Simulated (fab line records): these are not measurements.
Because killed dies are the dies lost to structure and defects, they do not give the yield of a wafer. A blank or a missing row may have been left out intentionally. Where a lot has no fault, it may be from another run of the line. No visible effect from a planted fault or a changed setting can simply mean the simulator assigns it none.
fab line records + flow rit-cmos
record:
- lots: 15
- wafers: 45
- last-day: 7
route steps=202 shown NRETRO@61 M1@202
lots that met no fault: from a run of the same line without faults
start-h: hours from the record's first day to the start of the lot's first wafer shown + wait-h: hours from the lot's prior step to this one + " repeats the value in the row above + L1.1+2: one row covering several wafers at once + - value missing, or start not given + * or withheld: withheld + < > ~ a bound
route shown NAME@n: NAME is a module with steps in the file, n the number in the route of the first one + usual: average and standard deviation across the fault-free wafers + same: alike in all rows + chamber/n: place in a boat + sites: per-site readings + _std_site: the standard deviation of these + _edge_site: the outer-site mean with the inner-site mean subtracted + radius-mm: how far each site lies from the wafer's centre + mask NAME#n: copy n + behind: the most recent tool/chamber to have shaped the wafer + hold: reason for holding the lot/hours on hold/outcome of the hold + device: which transistor (n, p or np) failed to switch + end of line: tests run on the same wafers once the route is complete + for a step that has no rows: nothing shown but its recipe + killed: the dies lost at the first sort to structure and to defects; this is not the yield of the wafer + map: a wafer's dies, marking killed ones x, the rest . and places with no die _
set.NAME: the setting as run; set.NAME@STEP: as run at that earlier step + model.NAME: the simulator's own value behind a step, which no gauge read
steps of the route over a sample of lots; a table a step, a row a wafer
== steps ==
step: RIT_NRETRO_IMPLANT_08
recipe:
- species: P
- energy-kev: 70
- dose-cm2: 1e+13
- tilt-deg: 7
| lot.wafer  | tool         | chamber | start-h | wait-h |
|------------|--------------|---------|---------|--------|
| L304.2+4+6 | implanter-02 | 0       | 38.22   | 0.2    |
| L307.1+2+5 | implanter-02 | 0       | 45.99   | 0.2    |
| L307.1+2+5 | implanter-02 | 0       | 46.31   | 0.3    |
| L310.2+3+6 | implanter-03 | 0       | 61.31   | 0.2    |
| L310.2+3+6 | implanter-03 | 0       | 61.63   | 0.3    |
| L312.3+5+6 | implanter-03 | 0       | 69.53   | 0.2    |
| L313.1+2+6 | implanter-02 | 0       | 74.57   | 0.2    |
| L313.1+2+6 | implanter-02 | 0       | 74.88   | 0.3    |
| L316.1+4+6 | implanter-03 | 0       | 90.22   | 0.2    |
| L317.2+3+6 | implanter-03 | 0       | 94.07   | 0.2    |
| L318.2+4+5 | implanter-03 | 0       | 99.43   | 0.2    |
| L319.3+4+6 | implanter-04 | 0       | 104.19  | 0.2    |
| L320.3+4+6 | implanter-04 | 0       | 109.15  | 0.2    |
| L321.3+5+6 | implanter-04 | 0       | 114.27  | 0.2    |
| L322.1+3+4 | implanter-02 | 0       | 119.57  | 0.2    |
| L324.1+3+4 | implanter-04 | 0       | 129.47  | 0.2    |
| L326.1+3+5 | implanter-02 | 0       | 139.77  | 0.2    |
| L327.1+2+4 | implanter-02 | 0       | 144.72  | 0.2    |
step: RIT_NRETRO_TW_MEAS_10
usual:
- NRETRO_TW: 1054/8.6
| lot.wafer | tool          | chamber | start-h | wait-h | NRETRO_TW |
|-----------|---------------|---------|---------|--------|-----------|
| L304.2    | film-metro-03 | -       | 38.53   | 0.1    | 1054      |
| L304.4    | "             | -       | "       | "      | 1055      |
| L304.6    | "             | -       | "       | "      | 1058      |
| L307.1    | film-metro-02 | -       | 46.63   | 0.1    | 1333      |
| L307.2    | "             | -       | "       | "      | 1331      |
| L307.5    | "             | -       | "       | "      | 1331      |
| L310.2    | film-metro-02 | -       | 61.94   | 0.1    | 1320      |
| L310.3    | "             | -       | "       | "      | 1314      |
| L310.6    | "             | -       | "       | "      | 1322      |
| L312.3    | film-metro-01 | -       | 69.83   | 0.1    | 1043      |
| L312.5    | "             | -       | "       | "      | 1043      |
| L312.6    | "             | -       | "       | "      | 1039      |
| L313.1    | film-metro-01 | -       | 75.21   | 0.1    | 1296      |
| L313.2    | "             | -       | "       | "      | 1311      |
| L313.6    | "             | -       | "       | "      | 1303      |
| L316.1    | film-metro-01 | -       | 90.54   | 0.1    | 1038      |
| L316.4    | "             | -       | "       | "      | 1040      |
| L316.6    | "             | -       | "       | "      | 1038      |
| L317.2    | film-metro-01 | -       | 94.38   | 0.1    | 1041      |
| L317.3    | "             | -       | "       | "      | 1040      |
| L317.6    | "             | -       | "       | "      | 1040      |
| L318.2    | film-metro-03 | -       | 99.74   | 0.1    | 1054      |
| L318.4    | "             | -       | "       | "      | 1057      |
| L318.5    | "             | -       | "       | "      | 1059      |
| L319.3    | film-metro-02 | -       | 104.48  | 0.1    | 1070      |
| L319.4    | "             | -       | "       | "      | 1061      |
| L319.6    | "             | -       | "       | "      | 1063      |
| L320.3    | film-metro-03 | -       | 109.44  | 0.1    | 1056      |
| L320.4    | "             | -       | "       | "      | 1047      |
| L320.6    | "             | -       | "       | "      | 1052      |
| L321.3    | film-metro-02 | -       | 114.57  | 0.1    | 1060      |
| L321.5    | "             | -       | "       | "      | 1070      |
| L321.6    | "             | -       | "       | "      | 1066      |
| L322.1    | film-metro-03 | -       | 119.90  | 0.1    | 1058      |
| L322.3    | "             | -       | "       | "      | 1055      |
| L322.4    | "             | -       | "       | "      | 1050      |
| L324.1    | film-metro-02 | -       | 129.80  | 0.1    | 1070      |
| L324.3    | "             | -       | "       | "      | 1060      |
| L324.4    | "             | -       | "       | "      | 1059      |
| L326.1    | film-metro-01 | -       | 140.09  | 0.1    | 1049      |
| L326.3    | "             | -       | "       | "      | 1046      |
| L326.5    | "             | -       | "       | "      | 1047      |
| L327.1    | film-metro-01 | -       | 145.05  | 0.1    | 1041      |
| L327.2    | "             | -       | "       | "      | 1034      |
| L327.4    | "             | -       | "       | "      | 1035      |
step: RIT_M1_PROBE_99
usual:
- killed_at_M0_to_M3: 0.0/0.083
- killed-at-contacts: 0.0/0.22
- killed-at-front-end: 7/3.2
- killed-dies: 7/3.2
- killed-open: 3.2/2.1
- killed-short: 3.5/2.2
same:
- gross-dies: 264
- killed_at_M4_up: 0
- killed-at-back-side: 0
- killed-at-other: 0
| lot.wafer | tool      | chamber | start-h | wait-h | killed_at_M0_to_M3 | killed-at-contacts | killed-at-front-end | killed-dies | killed-open | killed-short |
|-----------|-----------|---------|---------|--------|--------------------|--------------------|---------------------|-------------|-------------|--------------|
| L310.2    | prober-02 | -       | 93.23   | 0.1    | 0                  | 0                  | 7                   | 7           | 3           | 4            |
| L310.3    | prober-02 | -       | 93.28   | 0.2    | 0                  | 0                  | 4                   | 4           | 1           | 3            |
| L310.6    | prober-02 | -       | 93.43   | 0.2    | 0                  | 0                  | 7                   | 7           | 3           | 4            |
| L313.1    | prober-01 | -       | 104.03  | 0.1    | 0                  | 0                  | 9                   | 9           | 3           | 6            |
| L313.2    | prober-01 | -       | 104.08  | 0.1    | 0                  | 0                  | 4                   | 4           | 2           | 2            |
| L313.6    | prober-01 | -       | 104.28  | 0.2    | 0                  | 0                  | 9                   | 9           | 3           | 6            |
killed by level:class
L310.2 GATE:geometric-particle:open=2 GATE:geometric-particle:short=2 REOX:geometric-particle:short=1 SILICIDE:geometric-particle:open=1 SILICIDE:geometric-particle:short=1
L310.3 FOX1:geometric-particle:open=1 GATE:geometric-particle:short=1 REOX:geometric-particle:short=1 SILICIDE:geometric-particle:short=1
L310.6 FOX1:geometric-particle:short=1 FOX2:geometric-particle:open=1 GATE:geometric-particle:short=1 GATE:geometric-particle:open=1 REOX:geometric-particle:short=1 SPACER:geometric-particle:short=1 SILICIDE:geometric-particle:open=1
L313.1 REOX:geometric-particle:short=3 FOX1:geometric-particle:open=1 GATE:geometric-particle:short=1 SILICIDE:geometric-particle:short=1 REOX:geometric-particle:open=1 SPACER:geometric-particle:short=1 SPACER:geometric-particle:open=1
L313.2 GATE:geometric-particle:short=2 REOX:geometric-particle:open=2
L313.6 SILICIDE:geometric-particle:short=5 GATE:geometric-particle:open=2 GATE:geometric-particle:short=1 REOX:geometric-particle:open=1
== key ==
first-sign:
- step: RIT_NRETRO_IMPLANT_08
- reading: visit
- direction: added
effect:
- step: RIT_NRETRO_TW_MEAS_10
- reading: NRETRO_TW
- direction: up
- sigmas: 31
- usual: 1054
- struck: 1318
met-at RIT_NRETRO_IMPLANT_08
struck-lots L307,L310,L313
tester-left-out L307,L310,L313
fault:
- kind: repeated-step-whole
- tool: implanter-02,implanter-03,implanter-04
- chamber: -
- onset-h: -
- steps: RIT_NRETRO_IMPLANT_08
- times: 1
- scope: struck-lots-only
tester-left-out: of these lots the tester's yield and bins aren't shown, on N5 and GAA mostly nor the transistor test; their killed dies are dies lost to structure and defects alone, not to doping, threshold or leakage, so they don't give the yield
